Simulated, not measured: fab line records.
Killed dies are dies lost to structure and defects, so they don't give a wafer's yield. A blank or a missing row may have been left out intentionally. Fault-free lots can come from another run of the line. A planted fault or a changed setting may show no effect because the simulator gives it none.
fab line records | flow rit_cmos
record: lots: 6 | wafers: 18 | last_day: 6
route steps=202 shown CONTACT@180 M1@184
lots untouched by any fault: they come from a run of this same line in which no faults occurred
start_h: start of the lot's first displayed wafer, in hours after the record's first day | wait_h: time in hours since the lot's previous step | " identical to the entry in the row above | L1.1+2: one row covering several wafers at once | - no value, or no start given | * or withheld: withheld | < > ~ a bound
route shown NAME@n: a module of which the file shows steps, and the number in the route of the first | usual: mean and standard deviation over wafers with no fault | same: alike in all rows | chamber/n: place in a boat | sites: the reading at each site | _std_site: standard deviation of those values | _edge_site: inner sites' mean taken away from outer sites' mean | radius_mm: how far each site lies from the wafer's centre | mask NAME#n: copy n | behind: the tool/chamber that last shaped the wafer | hold: why the lot went on hold/how many hours it stayed there/how the hold came to an end | device: names the non-switching transistor (n, p or np) | end of line: the tests these same wafers got at the end of their route | where a step has no rows: the recipe by itself | killed: dies lost to structure and defects at the first sort, not the wafer's yield | map: per-die view of a wafer (x killed, . not killed, _ where there is no die)
set.NAME: setting as actually run; set.NAME@STEP: the setting as run at that earlier step | model.NAME: the simulator's own value behind a step, which no gauge read
lots seen at some steps along the route; tables by step, rows by wafer
services: the hour from which a tool's chamber was out of use, counted from the record's first day as start_h (under 0 if before that day), plus the number of hours and why
== steps ==
step: RIT_CONTACT_STRIP_12
recipe: chemistry: O2 | time_s: 180 | resist: NOVOLAK | platen_temp_c: withheld | power_w: 500 | pressure_mtorr: 4000 | o2_flow_sccm: 4000
usual: drypump_motor_current_A: 5.8/0.59
lot.wafer | tool            | chamber | start_h | wait_h | drypump_motor_current_A | rf_hours_counter_h
L468.4    | plasma_asher-03 | 1       | 64.92   | 0.2    | 4.9                     | -
L468.5    | "               | 0       | "       | "      | 6.4                     | -
L468.6    | "               | 1       | "       | "      | 4.9                     | -
L472.4    | plasma_asher-04 | 0       | 86.68   | 0.2    | 6.0                     | -
L472.5    | "               | 1       | "       | "      | 5.8                     | -
L472.6    | "               | 0       | "       | "      | 6.0                     | -
L473.2    | plasma_asher-01 | 1       | 90.10   | 0.1    | 6.5                     | 47
L473.5    | "               | 1       | "       | "      | 6.5                     | -
L473.6    | "               | 0       | "       | "      | 5.2                     | -
L474.3    | plasma_asher-03 | 0       | 98.29   | 0.2    | 6.4                     | -
L474.5    | "               | 0       | "       | "      | 6.4                     | -
L474.6    | "               | 1       | "       | "      | 4.9                     | -
L480.4    | plasma_asher-04 | 1       | 123.59  | 0.2    | 5.8                     | -
L480.5    | "               | 1       | "       | "      | 5.8                     | -
L480.6    | "               | 0       | "       | "      | 6.0                     | -
L481.2    | plasma_asher-01 | 0       | 134.18  | 0.1    | 5.2                     | 53
L481.3    | "               | 1       | "       | "      | 6.5                     | -
L481.4    | "               | 0       | "       | "      | 5.3                     | -
step: RIT_CONTACT_CD_MEAS_90
recipe: target_cd_nm: 1000
usual: cd_nm: 1001.0/2.2
lot.wafer | tool      | chamber | start_h | wait_h | cd_nm
L468.4    | cd_sem-02 | -       | 65.10   | 0.1    | 1000.5
L468.5    | "         | -       | "       | "      | 997.7
L468.6    | "         | -       | "       | "      | 999.3
L472.4    | cd_sem-02 | -       | 86.85   | 0.1    | 1003.5
L472.5    | "         | -       | "       | "      | 1003.0
L472.6    | "         | -       | "       | "      | 1004.4
L473.2    | cd_sem-02 | -       | 90.29   | 0.1    | 1002.6
L473.5    | "         | -       | "       | "      | 1001.5
L473.6    | "         | -       | "       | "      | 1003.9
L474.3    | cd_sem-01 | -       | 98.45   | 0.1    | 1002.8
L474.5    | "         | -       | "       | "      | 1003.2
L474.6    | "         | -       | "       | "      | 1001.2
L480.4    | cd_sem-01 | -       | 123.77  | 0.1    | 1000.1
L480.5    | "         | -       | "       | "      | 1001.8
L480.6    | "         | -       | "       | "      | 1003.4
L481.2    | cd_sem-02 | -       | 134.37  | 0.1    | 1002.4
L481.3    | "         | -       | "       | "      | 1003.4
L481.4    | "         | -       | "       | "      | 1003.5
step: RIT_CONTACT_CLEAN_13
recipe: chemistry: SC1 | mix: 3:3:50 | time_s: 600 | temp_c: 75
step: RIT_CONTACT_CLEAN_14
recipe: chemistry: SC2 | mix: 3:3:50 | time_s: 600 | temp_c: 75 | dry: n2_spin
step: RIT_M1_SPUTTER_00
recipe: material: Al | target_thk_nm: 400 | power_w: 2000 | chamber_pressure_pa: 0.4 | gas: Ar | time_s: 500 | substrate_temp_c: 25
usual: throttle_valve_pct: 30.0/0.97
lot.wafer | tool           | chamber | start_h | wait_h | throttle_valve_pct
L468.4    | pvd_sputter-04 | -       | 65.51   | 0.0    | 30.9
L468.5    | "              | -       | "       | "      | 31.6
L468.6    | "              | -       | "       | "      | 30.5
L472.4    | pvd_sputter-04 | -       | 87.44   | 0.0    | 30.2
L472.5    | "              | -       | "       | "      | 30.8
L472.6    | "              | -       | "       | "      | 31.3
L473.2    | pvd_sputter-02 | -       | 90.92   | 0.0    | 30.1
L473.5    | "              | -       | "       | "      | 30.0
L473.6    | "              | -       | "       | "      | 30.2
L474.3    | pvd_sputter-01 | -       | 98.88   | 0.0    | 30.8
L474.5    | "              | -       | "       | "      | 30.9
L474.6    | "              | -       | "       | "      | 30.9
L480.4    | pvd_sputter-01 | -       | 124.38  | 0.0    | 30.4
L480.5    | "              | -       | "       | "      | 29.1
L480.6    | "              | -       | "       | "      | 30.9
L481.2    | pvd_sputter-02 | -       | 135.00  | 0.0    | 28.4
L481.3    | "              | -       | "       | "      | 29.8
L481.4    | "              | -       | "       | "      | 28.7
step: RIT_M1_RS_MEAS_01
recipe: thk_meas_gauge: four-point-probe | reads: Al_of_M1_SPUTTER_00
usual: M1_AL_RS: 0.0737/0.0008
lot.wafer | tool          | chamber | start_h | wait_h | M1_AL_RS[ohm/sq]
L468.4    | film_metro-04 | -       | 65.86   | 0.2    | 0.0741
L468.5    | "             | -       | "       | "      | 0.0728
L468.6    | "             | -       | "       | "      | 0.0732
L472.4    | film_metro-03 | -       | 87.79   | 0.2    | 0.0726
L472.5    | "             | -       | "       | "      | 0.0734
L472.6    | "             | -       | "       | "      | 0.0731
L473.2    | film_metro-03 | -       | 91.23   | 0.2    | 0.0730
L473.5    | "             | -       | "       | "      | 0.0731
L473.6    | "             | -       | "       | "      | 0.0738
L474.3    | film_metro-02 | -       | 99.22   | 0.2    | 0.0742
L474.5    | "             | -       | "       | "      | 0.0754
L474.6    | "             | -       | "       | "      | 0.0746
L480.4    | film_metro-03 | -       | 124.74  | 0.2    | 0.0752
L480.5    | "             | -       | "       | "      | 0.0753
L480.6    | "             | -       | "       | "      | 0.0755
L481.2    | film_metro-02 | -       | 135.31  | 0.2    | 0.0738
L481.3    | "             | -       | "       | "      | 0.0736
L481.4    | "             | -       | "       | "      | 0.0734
step: RIT_M1_THK_MEAS_02
recipe: thk_meas_gauge: xrf | reads: Al_of_M1_SPUTTER_00
usual: M1_AL_THK: 399/5
lot.wafer | tool          | chamber | start_h | wait_h | M1_AL_THK[nm]
L468.4    | film_metro-04 | -       | 65.95   | 0.1    | 399
L468.5    | "             | -       | "       | "      | 406
L468.6    | "             | -       | "       | "      | 404
L472.4    | film_metro-03 | -       | 87.88   | 0.1    | 404
L472.5    | "             | -       | "       | "      | 400
L472.6    | "             | -       | "       | "      | 402
L473.2    | film_metro-03 | -       | 91.34   | 0.1    | 402
L473.5    | "             | -       | "       | "      | 402
L473.6    | "             | -       | "       | "      | 398
L474.3    | film_metro-02 | -       | 99.32   | 0.1    | 395
L474.5    | "             | -       | "       | "      | 390
L474.6    | "             | -       | "       | "      | 391
L480.4    | film_metro-03 | -       | 124.83  | 0.1    | 391
L480.5    | "             | -       | "       | "      | 388
L480.6    | "             | -       | "       | "      | 388
L481.2    | film_metro-02 | -       | 135.42  | 0.1    | 396
L481.3    | "             | -       | "       | "      | 397
L481.4    | "             | -       | "       | "      | 399
step: RIT_M1_HMDS_03
recipe: prime_time_s: 60 | prime_temp_c: 140
step: RIT_M1_COAT_04
recipe: resist: NOVOLAK | spin_rpm: 2000 | resist_thk_nm: 1300
step: RIT_M1_SOFTBAKE_05
recipe: resist: NOVOLAK | temp_c: 90 | time_s: 60
step: RIT_M1_EXPOSE_06
recipe: mask_id: M12 | na: 0.6 | source_shape: conventional | sigma_outer: 0.5 | target_cd_nm: 2600 | dose_mj: 250
step: RIT_M1_PEB_07
recipe: resist: NOVOLAK | temp_c: withheld | time_s: withheld
step: RIT_M1_DEVELOP_08
recipe: resist: NOVOLAK | develop_time_s: 68 | dev_temp_c: 23
usual: developer_temp_C: 22.96/0.1
lot.wafer | tool           | chamber | start_h | wait_h | developer_temp_C
L468.4    | litho_track-03 | 0       | 66      | -      | 22.85
L468.5    | "              | 0       | "       | "      | 22.95
L468.6    | "              | 0       | "       | "      | 22.78
L472.4    | litho_track-02 | 0       | 88      | -      | 22.96
L472.5    | "              | 0       | "       | "      | 22.95
L472.6    | "              | 0       | "       | "      | 23.10
L473.2    | litho_track-02 | 0       | 92      | -      | 20.59
L473.5    | "              | 0       | "       | "      | 20.75
L473.6    | "              | 0       | "       | "      | 20.57
L474.3    | litho_track-02 | 0       | 100     | -      | 20.87
L474.5    | "              | 0       | "       | "      | 20.75
L474.6    | "              | 0       | "       | "      | 20.83
L480.4    | litho_track-03 | 0       | 125     | -      | 22.84
L480.5    | "              | 0       | "       | "      | 22.88
L480.6    | "              | 0       | "       | "      | 22.99
L481.2    | litho_track-01 | 0       | 136     | -      | 22.96
L481.3    | "              | 0       | "       | "      | 22.97
L481.4    | "              | 0       | "       | "      | 22.94
step: RIT_M1_CD_MEAS_09
recipe: target_cd_nm: 2600
usual: cd_nm: 2599.3/2.2
lot.wafer | tool      | chamber | start_h | wait_h | cd_nm
L468.4    | cd_sem-01 | -       | 66.92   | -      | 2599.1
L468.5    | "         | -       | "       | "      | 2601.6
L468.6    | "         | -       | "       | "      | 2601.0
L472.4    | cd_sem-01 | -       | 88.85   | -      | 2598.2
L472.5    | "         | -       | "       | "      | 2596.0
L472.6    | "         | -       | "       | "      | 2597.5
L473.2    | cd_sem-01 | -       | 92.29   | -      | 2591.9
L473.5    | "         | -       | "       | "      | 2592.9
L473.6    | "         | -       | "       | "      | 2593.3
L474.3    | cd_sem-01 | -       | 100.28  | -      | 2594.4
L474.5    | "         | -       | "       | "      | 2593.0
L474.6    | "         | -       | "       | "      | 2595.2
L480.4    | cd_sem-01 | -       | 125.80  | -      | 2599.8
L480.5    | "         | -       | "       | "      | 2599.0
L480.6    | "         | -       | "       | "      | 2600.0
L481.2    | cd_sem-01 | -       | 136.37  | -      | 2596.8
L481.3    | "         | -       | "       | "      | 2599.0
L481.4    | "         | -       | "       | "      | 2599.7
step: RIT_M1_OVL_MEAS_10
usual: M1_OVL: 1.0/1.7
lot.wafer | tool       | chamber | start_h | wait_h | M1_OVL[nm]
L468.4    | overlay-02 | -       | 67.00   | 0.1    | 3.6
L468.5    | "          | -       | "       | "      | 2.3
L468.6    | "          | -       | "       | "      | 2.3
L472.4    | overlay-01 | -       | 88.93   | 0.1    | 0.8
L472.5    | "          | -       | "       | "      | 1.8
L472.6    | "          | -       | "       | "      | 0.0
L473.2    | overlay-01 | -       | 92.40   | 0.1    | 0.3
L473.5    | "          | -       | "       | "      | 2.6
L473.6    | "          | -       | "       | "      | 2.4
L474.3    | overlay-02 | -       | 100.37  | 0.1    | 1.6
L474.5    | "          | -       | "       | "      | 2.5
L474.6    | "          | -       | "       | "      | 4.7
L480.4    | overlay-01 | -       | 125.88  | 0.1    | 1.8
L480.5    | "          | -       | "       | "      | 0.2
L480.6    | "          | -       | "       | "      | -0.7
L481.2    | overlay-02 | -       | 136.48  | 0.1    | 3.6
L481.3    | "          | -       | "       | "      | 2.8
L481.4    | "          | -       | "       | "      | 0.4
step: RIT_M1_PROBE_99
usual: defect_limited_yield: 97.4/1.2 | killed_at_front_end: 7/3.3 | killed_dies: 7/3.3 | killed_open: 3.3/1.9 | killed_short: 3.6/2.1 | sort_bin_3_pad_short: 0.1/0.23 | sort_bin_5_function: 1.5/0.92 | sort_bin_6_memory: 1.0/0.64 | sort_n_pass: 257/3.3 | sort_yield_pct: 97.4/1.2
same: gross_dies: 264 | killed_at_M0_to_M3: 0 | killed_at_M4_up: 0 | killed_at_back_side: 0 | killed_at_contacts: 0 | killed_at_other: 0
lot.wafer | tool      | chamber | start_h | wait_h | defect_limited_yield[%] | killed_at_front_end | killed_dies | killed_open | killed_short | sort_bin_3_pad_short[%] | sort_bin_5_function[%] | sort_bin_6_memory[%] | sort_n_pass | sort_yield_pct[%]
L468.4    | prober-01 | -       | 69.76   | 0.2    | 99.2                    | 2                   | 2           | 1           | 1            | 0                       | 0.8                    | 0                    | 262         | 99.2
L468.5    | prober-01 | -       | 69.81   | 0.2    | 98.1                    | 5                   | 5           | 4           | 1            | 0                       | 1.1                    | 0.8                  | 259         | 98.1
L468.6    | prober-01 | -       | 69.86   | 0.2    | 98.5                    | 4                   | 4           | 1           | 3            | 0                       | 0.8                    | 0.8                  | 260         | 98.5
L473.2    | prober-02 | -       | 95.00   | 0.1    | 95.8                    | 11                  | 11          | 5           | 6            | 0.8                     | 1.9                    | 1.5                  | 253         | 95.8
L473.5    | prober-02 | -       | 95.15   | 0.2    | 97.3                    | 7                   | 7           | 2           | 5            | 0                       | 0.8                    | 1.9                  | 257         | 97.3
L473.6    | prober-02 | -       | 95.20   | 0.2    | 98.1                    | 5                   | 5           | 3           | 2            | 0                       | 0.4                    | 1.5                  | 259         | 98.1
L474.3    | prober-01 | -       | 103.01  | 0.2    | 98.5                    | 4                   | 4           | 3           | 1            | 0                       | 0.8                    | 0.8                  | 260         | 98.5
L474.5    | prober-01 | -       | 103.11  | 0.2    | 98.1                    | 5                   | 5           | 0           | 5            | 0                       | 0.8                    | 1.1                  | 259         | 98.1
L474.6    | prober-01 | -       | 103.16  | 0.2    | 97.3                    | 7                   | 7           | 3           | 2            | 0.4                     | 0.4                    | 1.9                  | 257         | 97.3
L480.4    | prober-01 | -       | 128.55  | 0.2    | 97.3                    | 7                   | 7           | 5           | 2            | 0.4                     | 0.8                    | 1.5                  | 257         | 97.3
L480.5    | prober-01 | -       | 128.60  | 0.2    | 96.6                    | 9                   | 9           | 3           | 6            | 0                       | 1.5                    | 1.9                  | 255         | 96.6
L480.6    | prober-01 | -       | 128.65  | 0.2    | 97.0                    | 8                   | 8           | 4           | 4            | 0                       | 3.0                    | 0                    | 256         | 97.0
killed by level:class
L468.4 SPACER:geometric_particle:open=1 SILICIDE:geometric_particle:short=1
L468.5 FOX1:geometric_particle:open=2 FOX2:geometric_particle:short=1 GATE:geometric_particle:open=1 REOX:geometric_particle:open=1
L468.6 FOX1:geometric_particle:short=1 FOX1:geometric_particle:open=1 REOX:geometric_particle:short=1 SPACER:geometric_particle:short=1
L473.2 GATE:geometric_particle:short=4 GATE:geometric_particle:open=3 FOX2:geometric_particle:open=1 SPACER:geometric_particle:short=1 SILICIDE:geometric_particle:short=1 SILICIDE:geometric_particle:open=1
L473.5 GATE:geometric_particle:short=3 GATE:geometric_particle:open=2 FOX2:geometric_particle:short=1 SILICIDE:geometric_particle:short=1
L473.6 GATE:geometric_particle:short=2 FOX1:geometric_particle:open=1 FOX2:geometric_particle:open=1 SILICIDE:geometric_particle:open=1
L474.3 FOX1:geometric_particle:open=1 GATE:geometric_particle:open=1 GATE:geometric_particle:short=1 SPACER:geometric_particle:open=1
L474.5 FOX1:geometric_particle:short=2 GATE:geometric_particle:short=1 SPACER:geometric_particle:short=1 STARTING-WAFER:geometric_particle:short=1
L474.6 NWELL:coat_microbubble_printed=2 FOX1:geometric_particle:open=1 FOX2:geometric_particle:open=1 GATE:geometric_particle:short=1 GATE:geometric_particle:open=1 SILICIDE:geometric_particle:short=1
L480.4 FOX1:geometric_particle:open=3 FOX2:geometric_particle:short=1 GATE:geometric_particle:open=1 REOX:geometric_particle:open=1 SPACER:geometric_particle:short=1
L480.5 FOX1:geometric_particle:short=2 GATE:geometric_particle:short=2 GATE:geometric_particle:open=2 FOX1:geometric_particle:open=1 REOX:geometric_particle:short=1 SPACER:geometric_particle:short=1
L480.6 FOX1:geometric_particle:open=2 FOX1:geometric_particle:short=1 FOX2:geometric_particle:short=1 GATE:geometric_particle:short=1 GATE:geometric_particle:open=1 SPACER:geometric_particle:open=1 SPACER:geometric_particle:short=1
== services ==
tool            | chamber | start_h | hours | kind
plasma_asher-03 | -       | 41.25   | 0.8   | repair
plasma_asher-03 | -       | 99.91   | 28.1  | pm
plasma_asher-01 | -       | 129.07  | 1.5   | repair
plasma_asher-03 | -       | 136.23  | 5.4   | repair
== key ==
first_sign: step: RIT_M1_DEVELOP_08 | reading: developer_temp_C | direction: down | sigmas: 22 | usual: * | struck: *
effect: step: RIT_M1_CD_MEAS_09 | reading: cd_nm | direction: down | sigmas: 2.6 | usual: 2599.3 | struck: 2593.4 | through: control_loop
met_at RIT_M1_DEVELOP_08
struck_wafers L473.2,L473.5,L473.6,L474.3,L474.5,L474.6
loop_trim: step: RIT_M1_EXPOSE_06 | setting: dose | lots: L474
onset_between 88 92
fault: kind: process_parameter_drift | tool: litho_track-02 | chamber: - | onset_h: 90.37 | steps: RIT_M1_DEVELOP_08 | channel: dev_temp_c | offset: * | shape: step | end_h: 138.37 | acts_in: * | stated: *
loop_trim: a control loop set the setting to another value than it would have without faults
